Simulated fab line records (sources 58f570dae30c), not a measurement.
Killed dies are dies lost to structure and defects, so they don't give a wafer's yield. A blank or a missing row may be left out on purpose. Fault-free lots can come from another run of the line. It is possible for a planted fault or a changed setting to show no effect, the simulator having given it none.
A sampling plan put to the test ; flow berkeley cmos170 ; one fab line, 23 faults that these records tell of, each judged on the records of the lots that it struck; 4 more are left out, because the records don't allow judging them
The plan is the line's own looks: the steps of the route at which a gauge or an inspection reads the wafer and doesn't change it. Where struck wafers have a number at a look and the file lists that look's usual mean and standard deviation on fault-free wafers, the look can be judged. Caught: the struck wafers' mean, at a look after the fault's first step, is 4 or more of those standard deviations (sigma) away from the usual mean. On the tool: the test repeated on the tool's own readings taken at the fault's steps. Caught also covers a different recipe on the struck wafers, or a record left blank for those wafers only.

## THE FAULTS, as the simulator had put them in
1. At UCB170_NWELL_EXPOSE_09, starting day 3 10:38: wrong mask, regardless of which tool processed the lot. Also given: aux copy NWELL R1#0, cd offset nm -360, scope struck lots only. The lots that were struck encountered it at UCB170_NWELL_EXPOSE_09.
2. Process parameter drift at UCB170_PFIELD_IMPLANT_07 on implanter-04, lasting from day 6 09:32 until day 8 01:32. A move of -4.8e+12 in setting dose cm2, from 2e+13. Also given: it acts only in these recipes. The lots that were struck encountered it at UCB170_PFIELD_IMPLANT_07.
3. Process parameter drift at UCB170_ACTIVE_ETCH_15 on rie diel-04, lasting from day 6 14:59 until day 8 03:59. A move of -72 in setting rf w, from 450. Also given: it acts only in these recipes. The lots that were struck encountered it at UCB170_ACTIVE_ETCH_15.
4. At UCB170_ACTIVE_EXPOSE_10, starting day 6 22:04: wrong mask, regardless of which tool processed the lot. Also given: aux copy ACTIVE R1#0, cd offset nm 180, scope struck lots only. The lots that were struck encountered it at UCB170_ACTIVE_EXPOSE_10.
5. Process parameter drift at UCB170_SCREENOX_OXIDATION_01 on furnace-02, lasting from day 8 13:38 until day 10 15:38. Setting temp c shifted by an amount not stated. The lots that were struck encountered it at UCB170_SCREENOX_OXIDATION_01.
6. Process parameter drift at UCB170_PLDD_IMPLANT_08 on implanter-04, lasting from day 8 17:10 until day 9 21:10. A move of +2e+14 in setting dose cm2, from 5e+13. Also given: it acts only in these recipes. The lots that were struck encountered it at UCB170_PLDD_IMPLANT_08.
7. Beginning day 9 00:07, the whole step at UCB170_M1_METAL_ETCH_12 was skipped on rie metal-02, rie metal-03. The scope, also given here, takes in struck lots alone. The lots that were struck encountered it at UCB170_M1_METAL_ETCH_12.
8. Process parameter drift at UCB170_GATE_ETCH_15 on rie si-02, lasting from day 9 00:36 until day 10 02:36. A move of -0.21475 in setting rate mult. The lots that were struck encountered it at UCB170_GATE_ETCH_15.
9. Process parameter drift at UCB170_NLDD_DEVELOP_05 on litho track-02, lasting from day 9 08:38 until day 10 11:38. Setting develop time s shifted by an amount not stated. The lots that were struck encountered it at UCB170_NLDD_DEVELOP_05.
10. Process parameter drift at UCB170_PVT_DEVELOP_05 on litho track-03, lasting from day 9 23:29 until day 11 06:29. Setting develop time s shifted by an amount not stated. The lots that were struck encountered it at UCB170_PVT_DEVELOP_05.
11. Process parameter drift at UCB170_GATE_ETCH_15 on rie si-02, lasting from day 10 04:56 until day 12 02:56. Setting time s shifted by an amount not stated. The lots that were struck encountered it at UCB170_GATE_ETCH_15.
12. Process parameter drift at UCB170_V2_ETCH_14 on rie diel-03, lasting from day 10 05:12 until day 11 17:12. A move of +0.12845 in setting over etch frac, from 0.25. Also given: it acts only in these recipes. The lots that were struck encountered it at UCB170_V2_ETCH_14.
13. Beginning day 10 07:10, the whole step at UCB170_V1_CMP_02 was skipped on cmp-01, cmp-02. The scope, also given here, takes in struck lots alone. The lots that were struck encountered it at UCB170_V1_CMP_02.
14. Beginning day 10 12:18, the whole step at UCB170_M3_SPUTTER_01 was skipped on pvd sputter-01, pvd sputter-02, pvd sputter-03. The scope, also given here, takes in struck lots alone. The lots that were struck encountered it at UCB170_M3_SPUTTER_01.
15. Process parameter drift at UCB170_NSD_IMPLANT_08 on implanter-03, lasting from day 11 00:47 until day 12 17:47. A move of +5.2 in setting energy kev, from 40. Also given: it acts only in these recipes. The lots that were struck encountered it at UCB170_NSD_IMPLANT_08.
16. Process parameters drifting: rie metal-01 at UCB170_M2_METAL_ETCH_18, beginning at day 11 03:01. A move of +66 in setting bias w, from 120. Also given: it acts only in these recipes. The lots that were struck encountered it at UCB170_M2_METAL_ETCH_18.
17. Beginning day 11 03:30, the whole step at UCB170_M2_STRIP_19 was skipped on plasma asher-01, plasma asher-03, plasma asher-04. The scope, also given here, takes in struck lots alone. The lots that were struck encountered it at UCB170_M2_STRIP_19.
18. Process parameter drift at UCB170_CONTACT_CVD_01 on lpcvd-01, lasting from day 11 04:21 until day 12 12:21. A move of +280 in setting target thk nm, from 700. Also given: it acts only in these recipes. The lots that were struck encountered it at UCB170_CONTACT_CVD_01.
19. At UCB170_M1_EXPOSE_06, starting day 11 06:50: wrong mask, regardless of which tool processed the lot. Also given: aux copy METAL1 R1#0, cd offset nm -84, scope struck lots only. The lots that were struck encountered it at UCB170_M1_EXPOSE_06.
20. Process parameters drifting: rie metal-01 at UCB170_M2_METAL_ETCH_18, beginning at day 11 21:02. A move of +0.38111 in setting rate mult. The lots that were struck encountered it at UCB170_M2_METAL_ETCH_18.
21. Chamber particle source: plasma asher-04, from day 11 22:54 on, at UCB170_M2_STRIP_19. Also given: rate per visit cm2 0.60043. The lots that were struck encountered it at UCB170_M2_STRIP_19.
22. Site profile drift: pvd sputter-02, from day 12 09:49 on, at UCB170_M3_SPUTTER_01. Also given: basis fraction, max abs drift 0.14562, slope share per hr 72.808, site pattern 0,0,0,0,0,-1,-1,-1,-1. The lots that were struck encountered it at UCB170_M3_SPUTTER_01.
23. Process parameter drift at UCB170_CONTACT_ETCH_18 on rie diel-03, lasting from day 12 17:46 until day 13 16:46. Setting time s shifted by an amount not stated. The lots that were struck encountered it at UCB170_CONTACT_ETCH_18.

## WHAT THE PLAN SAW
fault;on the tool itself;first look that catches it;reading, sigma;median hours from its first step to that look;hours from the fault's start to the first struck lot there;judged looks passed uncaught
1;no reading that can be judged;not the one look that can be judged after it;-;-;-;1
2;dose ions cm2 -99 or beyond sigma;UCB170_PFIELD_TW_MEAS_09;PFIELD_TW -15;0.2;4;0
3;rf fwd power W -48 sigma;not the one look that can be judged after it;-;-;-;1
4;under 2 sigma;UCB170_ACTIVE_CD_MEAS_13;cd nm +99 or beyond;0.5;5;0
5;tube center temp C +99 or beyond sigma;UCB170_SCREENOX_THK_MEAS_02;SCREENOX_OXIDE_THK +18;1.7;15;0
6;dose ions cm2 +99 or beyond sigma;UCB170_PLDD_TW_MEAS_11;PLDD_TW +88;0.4;10;0
7;the tool's record is blank for the struck wafers;no look after it can be judged;-;-;-;0
8;under 2 sigma;no look after it can be judged;-;-;-;0
9;no reading that can be judged;UCB170_NLDD_TW_MEAS_11;NLDD_TW -99 or beyond;1.5;4;0
10;no reading that can be judged;UCB170_PVT_TW_MEAS_09;PVT_TW -99 or beyond;0.8;11;0
11;run length s -56 sigma;no look after it can be judged;-;-;-;0
12;only faintly: oes product au -2.6 sigma;no look after it can be judged;-;-;-;0
13;the tool's record is blank for the struck wafers;UCB170_V1_THK_MEAS_04;V1_POLISHED_THK +99 or beyond;0.4;1;0
14;the tool's record is blank for the struck wafers;no look after it can be judged;-;-;-;0
15;beam energy keV +99 or beyond sigma;UCB170_NSD_TW_MEAS_10;NSD_TW +6.7;0.2;4;0
16;bias w +99 or beyond sigma;no look after it can be judged;-;-;-;0
17;the tool's record is blank for the struck wafers;no look after it can be judged;-;-;-;0
18;under 2 sigma;UCB170_CONTACT_THK_MEAS_02;CONTACT_PSG_THK +48;2.2;5;0
19;no reading that can be judged;UCB170_M1_CD_MEAS_09;cd nm -56;0.4;1;0
20;under 2 sigma;UCB170_M2_CD_MEAS_90;cd nm -5.6;0.3;5;0
21;under 2 sigma;no look after it can be judged;-;-;-;0
22;under 2 sigma;UCB170_M3_RS_MEAS_02;M3_AL_RS +7.8;0.1;5;0
23;run length s -99 or beyond sigma;no look after it can be judged;-;-;-;0
Dash: fault not caught, or number not given in these records.

Caught at a look: 12 of 23. Caught on the tool: 12 of 23. By one or the other: 19 of 23.
Caught on the tool alone: faults 3, 7, 11, 14, 16, 17, 23.
Caught at a look alone: faults 4, 9, 10, 18, 19, 20, 22.
Caught by neither: faults 1, 8, 12, 21.

## THINNER SAMPLING
In the worst case, this is how late the first struck lot would be measured if the look that catches a fault measured only every second or every third lot, by lot number:
fault;struck lots at that look, in order of time;every lot;every second lot;every third lot
2;L375, L377;4 h;may miss all 2;may miss all 2
4;L241;5 h;may miss it;may miss it
5;L990, L992, L991;15 h;15 h;15 h
6;L785, L786;10 h;17 h;may miss all 2
9;L206, L209;4 h;26 h;may miss all 2
10;L771, L770;11 h;11 h;may miss all 2
13;L166, L170, L169;1 h;28 h;may miss all 3
15;L860, L861;4 h;16 h;may miss all 2
18;L484, L485;5 h;18 h;may miss all 2
19;L985;1 h;may miss it;may miss it
20;L197, L198;5 h;15 h;may miss all 2
22;L681, L682;5 h;20 h;may miss all 2
Hours count from the start of the fault until the first struck lot that is measured. The test against the limit of 4 sigma pooled every struck wafer, which means one lot taken alone may stay below that limit. Other struck lots may not be in these records.

## THE LONGEST TIMED WAY FROM STEP TO LOOK
Fault 18: a median of 2.2 hours passes between UCB170_CONTACT_CVD_01 and UCB170_CONTACT_THK_MEAS_02. No look between them can be judged.
